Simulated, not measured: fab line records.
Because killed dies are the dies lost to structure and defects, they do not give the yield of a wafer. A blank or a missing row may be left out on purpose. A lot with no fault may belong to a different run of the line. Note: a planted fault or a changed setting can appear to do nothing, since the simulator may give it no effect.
A struck lot beside a sound one | flow rit-cmos | 33 steps out of a route of 202
Sound: wafers L815.2, L815.4, L815.5. The struck wafers were L827.2, L827.4, L827.5. Last of all comes the cause.
Order at every step that has rows: each side's tool, ch and its chambers, its first start. Under that, the readings that differ: sound wafers | struck wafers | difference of the means | sigmas: that difference in standard deviations of wafers without a fault.
alike: words and numbers the same on both sides, and readings whose means are apart by under 2 such deviations; not compared: readings that were withheld, readings missing a value for some wafer, numbers with overlapping values and no deviation given by the record, and bounds like >300 which may hide the same value.
A row with sigmas, a row that says differs or no value, or rows on one side alone: a step with any of these is where the two part. Numbers that have no deviation but don't overlap get no sigmas and don't part them. A reading that every wafer of one side lacks parts them only if that side has two wafers or more.

first, 6 steps without rows for these wafers: RIT_CONTACT_HMDS_02 (prime time 60 s); RIT_CONTACT_COAT_03 (resist thk 1000 nm); RIT_CONTACT_SOFTBAKE_04 (time 60 s); RIT_CONTACT_EXPOSE_05 (exposes mask M11, target cd 1000 nm); RIT_CONTACT_PEB_06; RIT_CONTACT_DEVELOP_07 (develop time 120 s).
RIT_CONTACT_CD_MEAS_08: the cd target is 1000 nm.
  sound on cd-sem-02, day 3 20:28; struck on cd-sem-01, day 7 01:43
  alike: cd-nm
RIT_CONTACT_OVL_MEAS_09:
  sound on overlay-02, day 3 20:35; struck on overlay-02, day 7 01:50
  reading          | sound         | struck      | difference | sigmas
  CONTACT_OVL (nm) | -0.3 0.2 -0.5 | 2.5 2.8 3.8 | +3.2       | +2
then, 1 step without rows for these wafers: RIT_CONTACT_HARDBAKE_10 (time 60 s).
RIT_CONTACT_ETCH_11: etches SiO2 in CHF3/CF4/Ar, stops on TiSi2, target depth 480 nm, time 320 s.
  sound on rie-diel-01 ch 1,2,3, day 3 20:46; struck on rie-diel-03 ch 0,2,3, day 7 02:01
  alike: drypump-motor-current-A, oes-product-au, throttle-valve-pct
  not compared: rf-hours-counter-h
RIT_CONTACT_STRIP_12: strips in O2, time 175.2 s.
  sound on plasma-asher-01 ch 0,1, day 3 20:57; struck on plasma-asher-03 ch 0, day 7 02:12
  alike: drypump-motor-current-A, o2-flow-sccm, rf-refl-power-W
  not compared: rf-hours-counter-h
RIT_CONTACT_CD_MEAS_90: the cd target is 1000 nm.
  sound on cd-sem-02, day 3 21:09; struck on cd-sem-01, day 7 02:24
  alike: cd-nm
RIT_CONTACT_CLEAN_13: cleans in SC1, time 600 s.
  sound on wet-bench-02 ch 3, day 3 21:15; struck on wet-bench-02 ch 2, day 7 02:30
then, 1 step without rows for these wafers: RIT_CONTACT_CLEAN_14 (cleans in SC2, time 600 s).
RIT_M1_SPUTTER_00: material Al, target thk 400 nm, time 500 s.
  sound on pvd-sputter-01, day 3 21:37; struck on pvd-sputter-01, day 7 02:51
  alike: chamber-pressure-pa, throttle-valve-pct
RIT_M1_RS_MEAS_01: measures by four-point-probe.
  sound on film-metro-02, day 3 21:58; struck on film-metro-01, day 7 03:11
  alike: M1_AL_RS
RIT_M1_THK_MEAS_02: measures by xrf.
  sound on film-metro-02, day 3 22:05; struck on film-metro-01, day 7 03:18
  alike: M1_AL_THK
then, 6 steps without rows for these wafers: RIT_M1_HMDS_03 (prime time 60 s); RIT_M1_COAT_04 (resist thk 1300 nm); RIT_M1_SOFTBAKE_05 (time 60 s); RIT_M1_EXPOSE_06 (exposes mask M12, target cd 2600 nm); RIT_M1_PEB_07; RIT_M1_DEVELOP_08 (develop time 68 s).
RIT_M1_CD_MEAS_09: the cd target is 2600 nm.
  sound on cd-sem-02, day 3 23:09; struck on cd-sem-01, day 7 04:31
  alike: cd-nm
RIT_M1_OVL_MEAS_10:
  sound on overlay-01, day 3 23:16; struck on overlay-01, day 7 04:37
  alike: M1_OVL
then, 1 step without rows for these wafers: RIT_M1_HARDBAKE_11 (time 120 s).
RIT_M1_METAL_ETCH_12: etches Al in Cl2/BCl3, stops on SiO2, time 165 s, target depth 600 nm.
  sound on rie-metal-03 ch 0,1, day 3 23:32; struck on rie-metal-03 ch 0,1, day 7 04:53
  alike: drypump-motor-current-A, oes-product-au, throttle-valve-pct
  not compared: rf-hours-counter-h
then, 1 step without rows for these wafers: RIT_M1_STRIP_13 (strips in nmp, time 600 s).
RIT_M1_STRIP_14: strips in O2, time 180 s.
  sound on plasma-asher-04 ch 0,1, day 3 23:53; struck on plasma-asher-04 ch 0,1, day 7 05:14
  alike: drypump-motor-current-A, o2-flow-sccm, rf-refl-power-W
  not compared: rf-hours-counter-h
RIT_M1_CD_MEAS_90: the cd target is 2600 nm.
  sound on cd-sem-02, day 4 00:04; struck on cd-sem-02, day 7 05:26
  alike: cd-nm
then, 1 step without rows for these wafers: RIT_M1_ANNEAL_15 (time 1800 s).
RIT_M1_BOW_MEAS_16:
  sound on film-metro-02, day 4 01:41; struck on film-metro-01, day 7 07:03
  alike: M1_BOW
RIT_M1_PROBE_99:
  record: rows for the struck wafers here (prober-01, day 7 07:12), none for the sound ones

== WHERE THEY PART ==
First at RIT_CONTACT_OVL_MEAS_09; last, within this record, at RIT_M1_PROBE_99.

WHY: whatever the simulator had introduced
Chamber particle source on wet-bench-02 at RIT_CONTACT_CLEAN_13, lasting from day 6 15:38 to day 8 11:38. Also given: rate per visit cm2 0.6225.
